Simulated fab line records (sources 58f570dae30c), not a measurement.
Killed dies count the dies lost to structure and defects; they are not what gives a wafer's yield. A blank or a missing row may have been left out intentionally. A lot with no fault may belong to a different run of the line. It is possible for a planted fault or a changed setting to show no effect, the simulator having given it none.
fab line records -- flow berkeley_cmos170
record: lots: 5, wafers: 23
route steps=331 shown PSD@183 CONTACT@226 M1@238 V2@299 M3@310
start_h: start of the lot's first displayed wafer, in hours after the record's first day -- wait_h: hours from the lot's prior step to this one -- " repeats the value in the row above -- L1.1+2: several wafers, shown together as one row -- - no value, or no start given -- * or withheld: withheld -- < > ~ a bound
route shown NAME@n: names a module that has steps shown in the file, with the first one's number in the route -- usual: mean/standard deviation of fault-free wafers -- same: alike in all rows -- chamber/n: place in a boat -- sites: each site's reading -- _std_site: standard deviation across them -- _edge_site: inner sites' mean taken away from outer sites' mean -- radius_mm: for every site, how far away it sits from the centre of the wafer -- mask NAME#n: copy n -- behind: the last tool/chamber to shape the wafer -- hold: the reason the lot was held/the length of the hold in hours/how it ended -- device: names the non-switching transistor (n, p or np) -- end of line: tests run on the same wafers once the route is complete -- a step given without rows: its recipe and nothing more -- killed: dies that structure and defects cost at the first sort, which is not the same as the wafer's yield -- map: a wafer's dies, x killed, . not, _ none there
set.NAME: the setting the step ran with; set.NAME@STEP: the setting that earlier step ran with -- model.NAME: the simulator's own value behind a step, which no gauge read
one table per step and one row per wafer, for lots whose settings were changed on purpose
== steps ==
step: UCB170_PSD_IMPLANT_08
recipe: species: B, dose_cm2: 3e+15, energy_kev: 20, tilt_deg: 7
lot.wafer,tool,chamber,start_h,wait_h,set.energy_kev,model.implant.rp_nm,model.implant.drp_nm
L074.1+2+4+5+6,implanter-04,0,177.45,0.0,20,64.06,28.34
L075.2+3+6,implanter-04,0,206.68,0.0,19.36,63.06,27.7
L075.4+5,implanter-04,0,206.68,0.0,20,65.12,28.34
L078.1+2,implanter-03,0,220.50,0.0,20,66.73,28.34
L078.3+4+6,implanter-03,0,220.50,0.0,20.99,70,29.45
L077.1+2+3+4+6,implanter-04,0,220.74,0.0,20,64.08,28.34
L079.2+4+5,implanter-01,0,240.71,0.0,20,66.1,28.34
step: UCB170_PSD_STRIP_09
recipe: chemistry: O2, power_w: 400, pressure_mtorr: 3500, platen_temp_c: withheld, o2_flow_sccm: 400, overash_fraction: 0.5
usual: strip_time_to_endpoint_s: 29.37/0.078
lot.wafer,tool,chamber,start_h,wait_h,set.energy_kev@PSD_IMPLANT_08,strip_time_to_endpoint_s
L074.1,plasma_asher-02,0,177.60,0.1,20,29.45
L074.2,plasma_asher-02,1,177.60,0.1,20,29.48
L074.4,plasma_asher-02,1,177.60,0.1,20,29.47
L074.5,plasma_asher-02,1,177.60,0.1,20,29.47
L074.6,plasma_asher-02,0,177.60,0.1,20,29.53
L075.2,plasma_asher-02,0,206.80,0.1,19.36,29.05
L075.3,plasma_asher-02,0,206.80,0.1,19.36,29.08
L075.4,plasma_asher-02,1,206.80,0.1,20,29.36
L075.5,plasma_asher-02,1,206.80,0.1,20,29.39
L075.6,plasma_asher-02,0,206.80,0.1,19.36,29.09
L078.1,plasma_asher-02,0,220.65,0.1,20,29.32
L078.2,plasma_asher-02,1,220.65,0.1,20,29.35
L078.3,plasma_asher-02,1,220.65,0.1,20.99,29.83
L078.4,plasma_asher-02,0,220.65,0.1,20.99,29.76
L078.6,plasma_asher-02,1,220.65,0.1,20.99,29.85
L077.1,plasma_asher-01,0,220.89,0.1,20,29.33
L077.2,plasma_asher-01,1,220.89,0.1,20,29.35
L077.3,plasma_asher-01,0,220.89,0.1,20,29.39
L077.4,plasma_asher-01,1,220.89,0.1,20,29.38
L077.6,plasma_asher-01,1,220.89,0.1,20,29.34
L079.2,plasma_asher-02,1,240.83,0.1,20,29.34
L079.4,plasma_asher-02,0,240.83,0.1,20,29.42
L079.5,plasma_asher-02,1,240.83,0.1,20,29.48
step: UCB170_CONTACT_COAT_10
recipe: resist: KrF, spin_rpm: 1500, resist_thk_nm: 900
lot.wafer,tool,chamber,start_h,wait_h,set.resist_thk_nm,model.KrF_of_CONTACT_COAT_10.thk_nm
L074.1,litho_track-01,0,-,-,931.2,930.6
L074.2,litho_track-01,0,-,-,931.2,930
L074.4,litho_track-01,0,-,-,900,902
L074.5,litho_track-01,0,-,-,900,898.3
L074.6,litho_track-01,0,-,-,931.2,929.8
L075.2,litho_track-02,0,-,-,900,902.6
L075.3,litho_track-02,0,-,-,900,901.4
L075.4,litho_track-02,0,-,-,918.2,919.7
L075.5,litho_track-02,0,-,-,900,900.7
L075.6,litho_track-02,0,-,-,918.2,919.3
L078.1,litho_track-03,0,-,-,900,901.4
L078.2,litho_track-03,0,-,-,900,896.3
L078.3,litho_track-03,0,-,-,900,900
L078.4,litho_track-03,0,-,-,900,898.6
L078.6,litho_track-03,0,-,-,900,896.5
L077.1,litho_track-02,0,-,-,939.5,940.8
L077.2,litho_track-02,0,-,-,939.5,941.6
L077.3,litho_track-02,0,-,-,900,904.2
L077.4,litho_track-02,0,-,-,900,902.2
L077.6,litho_track-02,0,-,-,939.5,938.7
L079.2,litho_track-03,0,-,-,900,897.6
L079.4,litho_track-03,0,-,-,900,898.6
L079.5,litho_track-03,0,-,-,900,899.8
step: UCB170_CONTACT_SOFTBAKE_11
recipe: resist: KrF, temp_c: 130, time_s: 60
step: UCB170_CONTACT_EXPOSE_12
recipe: mask_id: CONT, target_cd_nm: 700, na: 0.5, sigma_outer: 0.6, source_shape: conventional, dose_mj: 35
step: UCB170_CONTACT_ETCH_17
recipe: chemistry: N2/H2, target_depth_a: withheld, overetch_a: withheld, target: BARC, time_s: withheld, source_w: 500, bias_w: 100, pressure_mtorr: 30, n2_flow_sccm: 100, h2_flow_sccm: 200
step: UCB170_CONTACT_ETCH_18
recipe: chemistry: CHF3/CF4/Ar, target: PSG, stop_on: TiSi2, CHF3_flow_sccm: 45, cf4_flow_sccm: 15, Ar_flow_sccm: 150, pressure_mtorr: 200, rf_w: 700, target_depth_a: 8400, over_etch_frac: 0.2, time_s: 195
lot.wafer,tool,chamber,start_h,wait_h,set.resist_thk_nm@CONTACT_COAT_10,model.KrF_of_CONTACT_COAT_10.thk_nm
L074.1,rie_diel-01,0,-,-,931.2,721.2
L074.2,rie_diel-01,1,-,-,931.2,719.8
L074.4,rie_diel-01,2,-,-,900,695.3
L074.5,rie_diel-01,2,-,-,900,692.9
L074.6,rie_diel-01,1,-,-,931.2,721.4
L075.2,rie_diel-04,3,-,-,900,691
L075.3,rie_diel-04,2,-,-,900,691.1
L075.4,rie_diel-04,1,-,-,918.2,704.1
L075.5,rie_diel-04,1,-,-,900,687.6
L075.6,rie_diel-04,2,-,-,918.2,707.4
L078.1,rie_diel-03,3,-,-,900,696
L078.2,rie_diel-03,1,-,-,900,691.1
L078.3,rie_diel-03,2,-,-,900,696.6
L078.4,rie_diel-03,0,-,-,900,686.2
L078.6,rie_diel-03,3,-,-,900,689
L077.1,rie_diel-03,0,-,-,939.5,728
L077.2,rie_diel-03,2,-,-,939.5,736.6
L077.3,rie_diel-03,3,-,-,900,696
L077.4,rie_diel-03,1,-,-,900,697.7
L077.6,rie_diel-03,2,-,-,939.5,734.2
L079.2,rie_diel-03,2,-,-,900,693.4
L079.4,rie_diel-03,3,-,-,900,695.6
L079.5,rie_diel-03,3,-,-,900,696
step: UCB170_M1_SPUTTER_00
recipe: material: Al, target_thk_nm: 600, time_s: 80, power_w: 6000, chamber_pressure_pa: 0.5
lot.wafer,tool,chamber,start_h,wait_h,set.time_s,model.Al_of_M1_SPUTTER_00.thk_nm
L074.1,pvd_sputter-01,-,192.14,0.0,80,606.7
L074.2,pvd_sputter-01,-,192.14,0.0,73.09,555.7
L074.4,pvd_sputter-01,-,192.14,0.0,73.09,539.3
L074.5,pvd_sputter-01,-,192.14,0.0,80,604
L074.6,pvd_sputter-01,-,192.14,0.0,80,589.4
L075.2,pvd_sputter-03,-,217.23,0.0,76.25,562.1
L075.3,pvd_sputter-03,-,217.23,0.0,76.25,580.3
L075.4,pvd_sputter-03,-,217.23,0.0,80,595.1
L075.5,pvd_sputter-03,-,217.23,0.0,80,609.1
L075.6,pvd_sputter-03,-,217.23,0.0,80,599.5
L078.1,pvd_sputter-02,-,229.56,0.0,80,603
L078.2,pvd_sputter-02,-,229.56,0.0,80,601.2
L078.3,pvd_sputter-02,-,229.56,0.0,80,608.5
L078.4,pvd_sputter-02,-,229.56,0.0,80,597.2
L078.6,pvd_sputter-02,-,229.56,0.0,80,599.8
L077.1,pvd_sputter-01,-,232.19,0.0,73.36,564.7
L077.2,pvd_sputter-01,-,232.19,0.0,80,614.7
L077.3,pvd_sputter-01,-,232.19,0.0,73.36,556.2
L077.4,pvd_sputter-01,-,232.19,0.0,80,603.6
L077.6,pvd_sputter-01,-,232.19,0.0,73.36,564.1
L079.2,pvd_sputter-02,-,250.96,0.0,80,609.7
L079.4,pvd_sputter-02,-,250.96,0.0,80,620.8
L079.5,pvd_sputter-02,-,250.96,0.0,80,603.8
step: UCB170_M1_RS_MEAS_01
recipe: thk_meas_gauge: four-point-probe, reads: Al_of_M1_SPUTTER_00
usual: M1_AL_RS: 0.0483/0.00064
lot.wafer,tool,chamber,start_h,wait_h,set.time_s@M1_SPUTTER_00,M1_AL_RS[ohm/sq]
L074.1,film_metro-04,-,192.20,0.0,80,0.0479
L074.2,film_metro-04,-,192.20,0.0,73.09,0.0523
L074.4,film_metro-04,-,192.20,0.0,73.09,0.0539
L074.5,film_metro-04,-,192.20,0.0,80,0.0481
L074.6,film_metro-04,-,192.20,0.0,80,0.0493
L075.2,film_metro-02,-,217.31,0.1,76.25,0.0519
L075.3,film_metro-02,-,217.31,0.1,76.25,0.0502
L075.4,film_metro-02,-,217.31,0.1,80,0.0490
L075.5,film_metro-02,-,217.31,0.1,80,0.0478
L075.6,film_metro-02,-,217.31,0.1,80,0.0486
L078.1,film_metro-01,-,229.62,0.0,80,0.0484
L078.2,film_metro-01,-,229.62,0.0,80,0.0485
L078.3,film_metro-01,-,229.62,0.0,80,0.0477
L078.4,film_metro-01,-,229.62,0.0,80,0.0488
L078.6,film_metro-01,-,229.62,0.0,80,0.0486
L077.1,film_metro-01,-,232.25,0.0,73.36,0.0516
L077.2,film_metro-01,-,232.25,0.0,80,0.0474
L077.3,film_metro-01,-,232.25,0.0,73.36,0.0524
L077.4,film_metro-01,-,232.25,0.0,80,0.0482
L077.6,film_metro-01,-,232.25,0.0,73.36,0.0517
L079.2,film_metro-02,-,251.04,0.1,80,0.0477
L079.4,film_metro-02,-,251.04,0.1,80,0.0468
L079.5,film_metro-02,-,251.04,0.1,80,0.0482
step: UCB170_M1_THK_MEAS_02
recipe: thk_meas_gauge: xrf, reads: Al_of_M1_SPUTTER_00
usual: M1_AL_THK: 604/7.9
lot.wafer,tool,chamber,start_h,wait_h,set.time_s@M1_SPUTTER_00,M1_AL_THK[nm]
L074.1,film_metro-04,-,192.32,0.1,80,613
L074.2,film_metro-04,-,192.32,0.1,73.09,553
L074.4,film_metro-04,-,192.32,0.1,73.09,541
L074.5,film_metro-04,-,192.32,0.1,80,605
L074.6,film_metro-04,-,192.32,0.1,80,591
L075.2,film_metro-02,-,217.42,0.1,76.25,562
L075.3,film_metro-02,-,217.42,0.1,76.25,581
L075.4,film_metro-02,-,217.42,0.1,80,592
L075.5,film_metro-02,-,217.42,0.1,80,610
L075.6,film_metro-02,-,217.42,0.1,80,599
L078.1,film_metro-01,-,229.74,0.1,80,601
L078.2,film_metro-01,-,229.74,0.1,80,601
L078.3,film_metro-01,-,229.74,0.1,80,607
L078.4,film_metro-01,-,229.74,0.1,80,594
L078.6,film_metro-01,-,229.74,0.1,80,598
L077.1,film_metro-01,-,232.37,0.1,73.36,564
L077.2,film_metro-01,-,232.37,0.1,80,614
L077.3,film_metro-01,-,232.37,0.1,73.36,557
L077.4,film_metro-01,-,232.37,0.1,80,601
L077.6,film_metro-01,-,232.37,0.1,73.36,565
L079.2,film_metro-02,-,251.15,0.1,80,607
L079.4,film_metro-02,-,251.15,0.1,80,622
L079.5,film_metro-02,-,251.15,0.1,80,606
step: UCB170_V2_COAT_07
recipe: resist: KrF, spin_rpm: 1500, resist_thk_nm: 900
lot.wafer,tool,chamber,start_h,wait_h,set.spin_rpm,model.KrF_of_V2_COAT_07.thk_nm
L074.1+6,litho_track-03,0,202.02,0.1,1500,903.3
L074.2,litho_track-03,0,202.02,0.1,1500,902.9
L074.4,litho_track-03,0,202.02,0.1,1400,934.1
L074.5,litho_track-03,0,202.02,0.1,1400,937.9
L075.2,litho_track-03,0,228.29,0.1,1430,920.2
L075.3,litho_track-03,0,228.29,0.1,1430,921
L075.4,litho_track-03,0,228.29,0.1,1430,922.7
L075.5,litho_track-03,0,228.29,0.1,1500,896.2
L075.6,litho_track-03,0,228.29,0.1,1500,898.6
L078.1+3,litho_track-02,0,240.30,0.1,1500,899.9
L078.2,litho_track-02,0,240.30,0.1,1500,901.7
L078.4,litho_track-02,0,240.30,0.1,1500,899
L078.6,litho_track-02,0,240.30,0.1,1500,900.9
L077.1,litho_track-01,0,245.47,0.1,1553,880.3
L077.2,litho_track-01,0,245.47,0.1,1500,898.8
L077.3,litho_track-01,0,245.47,0.1,1553,883.9
L077.4,litho_track-01,0,245.47,0.1,1500,896.2
L077.6,litho_track-01,0,245.47,0.1,1553,882.5
L079.2,litho_track-03,0,263.22,0.1,1500,902.5
L079.4,litho_track-03,0,263.22,0.1,1500,902.6
L079.5,litho_track-03,0,263.22,0.1,1500,901.9
step: UCB170_V2_SOFTBAKE_08
recipe: resist: KrF, temp_c: 130, time_s: 60
step: UCB170_V2_EXPOSE_09
recipe: mask_id: VIA2, target_cd_nm: 700, na: 0.5, sigma_outer: 0.6, source_shape: conventional, dose_mj: 37
step: UCB170_V2_ETCH_14
recipe: chemistry: CHF3/CF4/Ar, target: SiO2, stop_on: Al, CHF3_flow_sccm: 45, cf4_flow_sccm: 15, Ar_flow_sccm: 150, pressure_mtorr: 200, rf_w: 712.4, target_depth_a: 12500, over_etch_frac: 0.25, time_s: 291
lot.wafer,tool,chamber,start_h,wait_h,set.spin_rpm@V2_COAT_07,model.KrF_of_V2_COAT_07.thk_nm
L074.1,rie_diel-04,2,202.99,0.0,1500,605.4
L074.2,rie_diel-04,1,202.99,0.0,1500,599.8
L074.4,rie_diel-04,0,202.99,0.0,1400,653.6
L074.5,rie_diel-04,3,202.99,0.0,1400,645.7
L074.6,rie_diel-04,2,202.99,0.0,1500,606
L075.2,rie_diel-01,2,229.24,0.0,1430,630.4
L075.3,rie_diel-01,0,229.24,0.0,1430,632.1
L075.4,rie_diel-01,1,229.24,0.0,1430,628.9
L075.5,rie_diel-01,3,229.24,0.0,1500,609.3
L075.6,rie_diel-01,0,229.24,0.0,1500,609.6
L078.1,rie_diel-04,3,241.49,0.0,1500,608.8
L078.2,rie_diel-04,1,241.49,0.0,1500,604.2
L078.3,rie_diel-04,2,241.49,0.0,1500,603.6
L078.4,rie_diel-04,0,241.49,0.0,1500,620.1
L078.6,rie_diel-04,3,241.49,0.0,1500,608
L077.1,rie_diel-04,2,247.19,0.0,1553,590
L077.2,rie_diel-04,0,247.19,0.0,1500,622.5
L077.3,rie_diel-04,1,247.19,0.0,1553,589.7
L077.4,rie_diel-04,1,247.19,0.0,1500,599.8
L077.6,rie_diel-04,0,247.19,0.0,1553,607.2
L079.2,rie_diel-01,2,265.54,0.0,1500,613.2
L079.4,rie_diel-01,1,265.54,0.0,1500,608.1
L079.5,rie_diel-01,0,265.54,0.0,1500,605
step: UCB170_V2_STRIP_15
recipe: chemistry: O2, power_w: 400, pressure_mtorr: 3500, platen_temp_c: withheld, o2_flow_sccm: 400, overash_fraction: 0.5
usual: strip_time_to_endpoint_s: 15.30/0.14
lot.wafer,tool,chamber,start_h,wait_h,set.spin_rpm@V2_COAT_07,strip_time_to_endpoint_s
L074.1,plasma_asher-01,1,203.17,0.1,1500,15.19
L074.2,plasma_asher-01,0,203.17,0.1,1500,15.07
L074.4,plasma_asher-01,0,203.17,0.1,1400,16.27
L074.5,plasma_asher-01,1,203.17,0.1,1400,16.08
L074.6,plasma_asher-01,0,203.17,0.1,1500,15.20
L075.2,plasma_asher-01,0,229.42,0.1,1430,15.81
L075.3,plasma_asher-01,1,229.42,0.1,1430,15.82
L075.4,plasma_asher-01,0,229.42,0.1,1430,15.76
L075.5,plasma_asher-01,1,229.42,0.1,1500,15.28
L075.6,plasma_asher-01,0,229.42,0.1,1500,15.31
L078.1,plasma_asher-04,0,241.67,0.1,1500,15.28
L078.2,plasma_asher-04,1,241.67,0.1,1500,15.18
L078.3,plasma_asher-04,0,241.67,0.1,1500,15.16
L078.4,plasma_asher-04,1,241.67,0.1,1500,15.55
L078.6,plasma_asher-04,1,241.67,0.1,1500,15.26
L077.1,plasma_asher-01,1,247.37,0.1,1553,14.83
L077.2,plasma_asher-01,0,247.37,0.1,1500,15.61
L077.3,plasma_asher-01,0,247.37,0.1,1553,14.80
L077.4,plasma_asher-01,1,247.37,0.1,1500,15.05
L077.6,plasma_asher-01,0,247.37,0.1,1553,15.25
L079.2,plasma_asher-04,0,265.72,0.1,1500,15.39
L079.4,plasma_asher-04,1,265.72,0.1,1500,15.26
L079.5,plasma_asher-04,0,265.72,0.1,1500,15.18
step: UCB170_M3_SPUTTER_01
recipe: material: Al, target_thk_nm: 900, time_s: 120, power_w: 6000, chamber_pressure_pa: 0.5
lot.wafer,tool,chamber,start_h,wait_h,set.power_w,model.Al_of_M3_SPUTTER_01.thk_nm
L074.1,pvd_sputter-03,-,203.45,0.0,6000,890.6
L074.2,pvd_sputter-03,-,203.45,0.0,6000,885.4
L074.4,pvd_sputter-03,-,203.45,0.0,6000,891.9
L074.5,pvd_sputter-03,-,203.45,0.0,6000,886.7
L074.6,pvd_sputter-03,-,203.45,0.0,6000,894
L075.2,pvd_sputter-04,-,229.71,0.0,6214,927
L075.3,pvd_sputter-04,-,229.71,0.0,6000,876.1
L075.4,pvd_sputter-04,-,229.71,0.0,6214,920.2
L075.5,pvd_sputter-04,-,229.71,0.0,6214,929.4
L075.6,pvd_sputter-04,-,229.71,0.0,6000,888.6
L078.1,pvd_sputter-03,-,241.96,0.0,6209,919.2
L078.2,pvd_sputter-03,-,241.96,0.0,6000,890.6
L078.3,pvd_sputter-03,-,241.96,0.0,6209,918.1
L078.4,pvd_sputter-03,-,241.96,0.0,6000,891.5
L078.6,pvd_sputter-03,-,241.96,0.0,6209,911.7
L077.1,pvd_sputter-03,-,247.66,0.0,6000,889.6
L077.2,pvd_sputter-03,-,247.66,0.0,6000,897.3
L077.3,pvd_sputter-03,-,247.66,0.0,6000,903.3
L077.4,pvd_sputter-03,-,247.66,0.0,6000,899.2
L077.6,pvd_sputter-03,-,247.66,0.0,6000,896.5
L079.2,pvd_sputter-01,-,266.00,0.0,6000,892.3
L079.4,pvd_sputter-01,-,266.00,0.0,6000,894.9
L079.5,pvd_sputter-01,-,266.00,0.0,6000,886.2
step: UCB170_M3_RS_MEAS_02
recipe: thk_meas_gauge: four-point-probe, reads: Al_of_M3_SPUTTER_01
usual: M3_AL_RS: 0.0324/0.00034
lot.wafer,tool,chamber,start_h,wait_h,set.power_w@M3_SPUTTER_01,M3_AL_RS[ohm/sq]
L074.1,film_metro-02,-,203.54,0.0,6000,0.0325
L074.2,film_metro-02,-,203.54,0.0,6000,0.0326
L074.4,film_metro-02,-,203.54,0.0,6000,0.0324
L074.5,film_metro-02,-,203.54,0.0,6000,0.0326
L074.6,film_metro-02,-,203.54,0.0,6000,0.0324
L075.2,film_metro-02,-,229.81,0.1,6214,0.0312
L075.3,film_metro-02,-,229.81,0.1,6000,0.0331
L075.4,film_metro-02,-,229.81,0.1,6214,0.0315
L075.5,film_metro-02,-,229.81,0.1,6214,0.0311
L075.6,film_metro-02,-,229.81,0.1,6000,0.0325
L078.1,film_metro-04,-,242.04,0.0,6209,0.0313
L078.2,film_metro-04,-,242.04,0.0,6000,0.0324
L078.3,film_metro-04,-,242.04,0.0,6209,0.0314
L078.4,film_metro-04,-,242.04,0.0,6000,0.0324
L078.6,film_metro-04,-,242.04,0.0,6209,0.0316
L077.1,film_metro-01,-,247.74,0.0,6000,0.0326
L077.2,film_metro-01,-,247.74,0.0,6000,0.0323
L077.3,film_metro-01,-,247.74,0.0,6000,0.0321
L077.4,film_metro-01,-,247.74,0.0,6000,0.0322
L077.6,film_metro-01,-,247.74,0.0,6000,0.0323
L079.2,film_metro-01,-,266.11,0.1,6000,0.0324
L079.4,film_metro-01,-,266.11,0.1,6000,0.0324
L079.5,film_metro-01,-,266.11,0.1,6000,0.0327
step: UCB170_M3_THK_MEAS_03
recipe: thk_meas_gauge: xrf, reads: Al_of_M3_SPUTTER_01
usual: M3_AL_THK: 894/9.7
lot.wafer,tool,chamber,start_h,wait_h,set.power_w@M3_SPUTTER_01,M3_AL_THK[nm]
L074.1,film_metro-02,-,203.66,0.1,6000,894
L074.2,film_metro-02,-,203.66,0.1,6000,891
L074.4,film_metro-02,-,203.66,0.1,6000,898
L074.5,film_metro-02,-,203.66,0.1,6000,892
L074.6,film_metro-02,-,203.66,0.1,6000,899
L075.2,film_metro-02,-,229.92,0.1,6214,927
L075.3,film_metro-02,-,229.92,0.1,6000,877
L075.4,film_metro-02,-,229.92,0.1,6214,921
L075.5,film_metro-02,-,229.92,0.1,6214,931
L075.6,film_metro-02,-,229.92,0.1,6000,887
L078.1,film_metro-04,-,242.16,0.1,6209,921
L078.2,film_metro-04,-,242.16,0.1,6000,889
L078.3,film_metro-04,-,242.16,0.1,6209,925
L078.4,film_metro-04,-,242.16,0.1,6000,895
L078.6,film_metro-04,-,242.16,0.1,6209,913
L077.1,film_metro-01,-,247.86,0.1,6000,890
L077.2,film_metro-01,-,247.86,0.1,6000,898
L077.3,film_metro-01,-,247.86,0.1,6000,904
L077.4,film_metro-01,-,247.86,0.1,6000,898
L077.6,film_metro-01,-,247.86,0.1,6000,897
L079.2,film_metro-01,-,266.22,0.1,6000,893
L079.4,film_metro-01,-,266.22,0.1,6000,898
L079.5,film_metro-01,-,266.22,0.1,6000,887
step: UCB170_M3_COAT_10
recipe: resist: KrF, spin_rpm: 1500, resist_thk_nm: 900
lot.wafer,tool,chamber,start_h,wait_h,set.resist_thk_nm,model.KrF_of_M3_COAT_10.thk_nm
L074.1,litho_track-01,0,-,-,900,897.2
L074.2,litho_track-01,0,-,-,900,896.4
L074.4+5,litho_track-01,0,-,-,900,897
L074.6,litho_track-01,0,-,-,900,895.5
L075.2,litho_track-03,0,-,-,917.8,914.1
L075.3,litho_track-03,0,-,-,917.8,916.6
L075.4,litho_track-03,0,-,-,900,898.3
L075.5,litho_track-03,0,-,-,900,899.3
L075.6,litho_track-03,0,-,-,917.8,915.9
L078.1,litho_track-04,0,-,-,944.8,944.4
L078.2,litho_track-04,0,-,-,944.8,945.3
L078.3,litho_track-04,0,-,-,900,898.7
L078.4,litho_track-04,0,-,-,944.8,945.8
L078.6,litho_track-04,0,-,-,900,899.2
L077.1,litho_track-01,0,-,-,900,898.8
L077.2,litho_track-01,0,-,-,900,897.8
L077.3,litho_track-01,0,-,-,900,898.2
L077.4,litho_track-01,0,-,-,900,896.9
L077.6,litho_track-01,0,-,-,900,900.7
L079.2,litho_track-01,0,-,-,900,901.4
L079.4,litho_track-01,0,-,-,900,899
L079.5,litho_track-01,0,-,-,900,898.1
step: UCB170_M3_SOFTBAKE_11
recipe: resist: KrF, temp_c: 130, time_s: 60
step: UCB170_M3_EXPOSE_12
recipe: mask_id: METAL3, target_cd_nm: 700, na: 0.5, sigma_outer: 0.6, source_shape: conventional, dose_mj: 26
step: UCB170_M3_ETCH_17
recipe: chemistry: N2/H2, target_depth_a: withheld, overetch_a: withheld, target: BARC, time_s: withheld, source_w: 500, bias_w: 100, pressure_mtorr: 30, n2_flow_sccm: 100, h2_flow_sccm: 200
step: UCB170_M3_METAL_ETCH_18
recipe: chemistry: Cl2/BCl3, target: Al, stop_on: SiO2, pressure_mtorr: 11.8, target_depth_a: 11700, over_etch_frac: 0.3, time_s: 195, icp_w: 600, bias_w: 120, Cl2_flow_sccm: 90, bcl3_flow_sccm: 45
lot.wafer,tool,chamber,start_h,wait_h,set.power_w@M3_SPUTTER_01,set.resist_thk_nm@M3_COAT_10,model.etch.depth_nm,model.M3.feature_depth_nm,model.KrF_of_M3_COAT_10.thk_nm
L074.1,rie_metal-04,1,207.16,-,6000,900,890.6,945.2,232.2
L074.2,rie_metal-04,0,207.16,-,6000,900,-,940.4,235.5
L074.4,rie_metal-04,0,207.16,-,6000,900,-,946.8,235.6
L074.5,rie_metal-04,0,207.16,-,6000,900,886.7,941.4,239.3
L074.6,rie_metal-04,1,207.16,-,6000,900,894,948.3,233.2
L075.2,rie_metal-04,0,232.23,-,6214,917.8,927,982.1,251.6
L075.3,rie_metal-04,1,232.23,-,6000,917.8,876.1,932,236.7
L075.4,rie_metal-04,0,232.23,-,6214,900,920.2,975.1,238
L075.5,rie_metal-04,0,232.23,-,6214,900,929.4,984.1,240.3
L075.6,rie_metal-04,1,232.23,-,6000,917.8,888.6,944.2,238.8
L078.1,rie_metal-01,0,245.62,-,6209,944.8,919.2,976.8,243.9
L078.2,rie_metal-01,1,245.62,-,6000,944.8,890.6,949.7,228.1
L078.3,rie_metal-01,1,245.62,-,6209,900,918.1,977.3,179.2
L078.4,rie_metal-01,0,245.62,-,6000,944.8,891.5,949,244.9
L078.6,rie_metal-01,1,245.62,-,6209,900,911.7,970.8,180.3
L077.1,rie_metal-03,0,250.07,-,6000,900,-,945.3,226.6
L077.2,rie_metal-03,0,250.07,-,6000,900,897.3,952.7,228.8
L077.3,rie_metal-03,0,250.07,-,6000,900,-,959.3,222.5
L077.4,rie_metal-03,0,250.07,-,6000,900,899.2,955.2,221.9
L077.6,rie_metal-03,0,250.07,-,6000,900,-,952.5,226
L079.2,rie_metal-01,1,271.97,-,6000,900,892.3,951.6,181.6
L079.4,rie_metal-01,0,271.97,-,6000,900,894.9,952.4,200.7
L079.5,rie_metal-01,1,271.97,-,6000,900,886.2,945.2,186.2
== key ==
split: step: UCB170_PSD_IMPLANT_08, setting: energy_kev, stated: 20, by: wafer
response: step: UCB170_PSD_IMPLANT_08, reading: model.implant.rp_nm, change: +0.655, per: 1%, r: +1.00
response: step: UCB170_PSD_IMPLANT_08, reading: model.implant.drp_nm, change: +0.217, per: 1%, r: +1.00
response: step: UCB170_PSD_STRIP_09, reading: strip_time_to_endpoint_s, change: *, per: 1%, r: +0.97
split: step: UCB170_CONTACT_COAT_10, setting: resist_thk_nm, stated: 900, by: wafer
response: step: UCB170_CONTACT_COAT_10, reading: model.KrF_of_CONTACT_COAT_10.thk_nm, change: +8.57, per: 1%, r: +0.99
response: step: UCB170_CONTACT_ETCH_18, reading: model.KrF_of_CONTACT_COAT_10.thk_nm, change: +8, per: 1%, r: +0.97
split: step: UCB170_M1_SPUTTER_00, setting: time_s, stated: 80, by: wafer
response: step: UCB170_M1_SPUTTER_00, reading: model.Al_of_M1_SPUTTER_00.thk_nm, change: +5.97, per: 1%, r: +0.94
response: step: UCB170_M1_RS_MEAS_01, reading: M1_AL_RS, change: -0.000523, per: 1%, r: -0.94
response: step: UCB170_M1_THK_MEAS_02, reading: M1_AL_THK, change: +6.02, per: 1%, r: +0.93
split: step: UCB170_V2_COAT_07, setting: spin_rpm, stated: 1500, by: wafer
response: step: UCB170_V2_COAT_07, reading: model.KrF_of_V2_COAT_07.thk_nm, change: -4.89, per: 1%, r: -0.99
response: step: UCB170_V2_ETCH_14, reading: model.KrF_of_V2_COAT_07.thk_nm, change: -5.84, per: 1%, r: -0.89
response: step: UCB170_V2_STRIP_15, reading: strip_time_to_endpoint_s, change: *, per: 1%, r: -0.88
split: step: UCB170_M3_SPUTTER_01, setting: power_w, stated: 6000, by: wafer
response: step: UCB170_M3_SPUTTER_01, reading: model.Al_of_M3_SPUTTER_01.thk_nm, change: +9.74, per: 1%, r: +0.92
response: step: UCB170_M3_RS_MEAS_02, reading: M3_AL_RS, change: -0.000345, per: 1%, r: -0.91
response: step: UCB170_M3_THK_MEAS_03, reading: M3_AL_THK, change: +10.2, per: 1%, r: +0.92
response: step: UCB170_M3_METAL_ETCH_18, reading: model.etch.depth_nm, change: +9.74, per: 1%, r: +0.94
response: step: UCB170_M3_METAL_ETCH_18, reading: model.M3.feature_depth_nm, change: +9.66, per: 1%, r: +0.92
split: step: UCB170_M3_COAT_10, setting: resist_thk_nm, stated: 900, by: wafer
response: step: UCB170_M3_COAT_10, reading: model.KrF_of_M3_COAT_10.thk_nm, change: +9.18, per: 1%, r: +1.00
response: step: UCB170_M3_METAL_ETCH_18, reading: model.KrF_of_M3_COAT_10.thk_nm, change: +10.5, per: 1%, r: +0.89
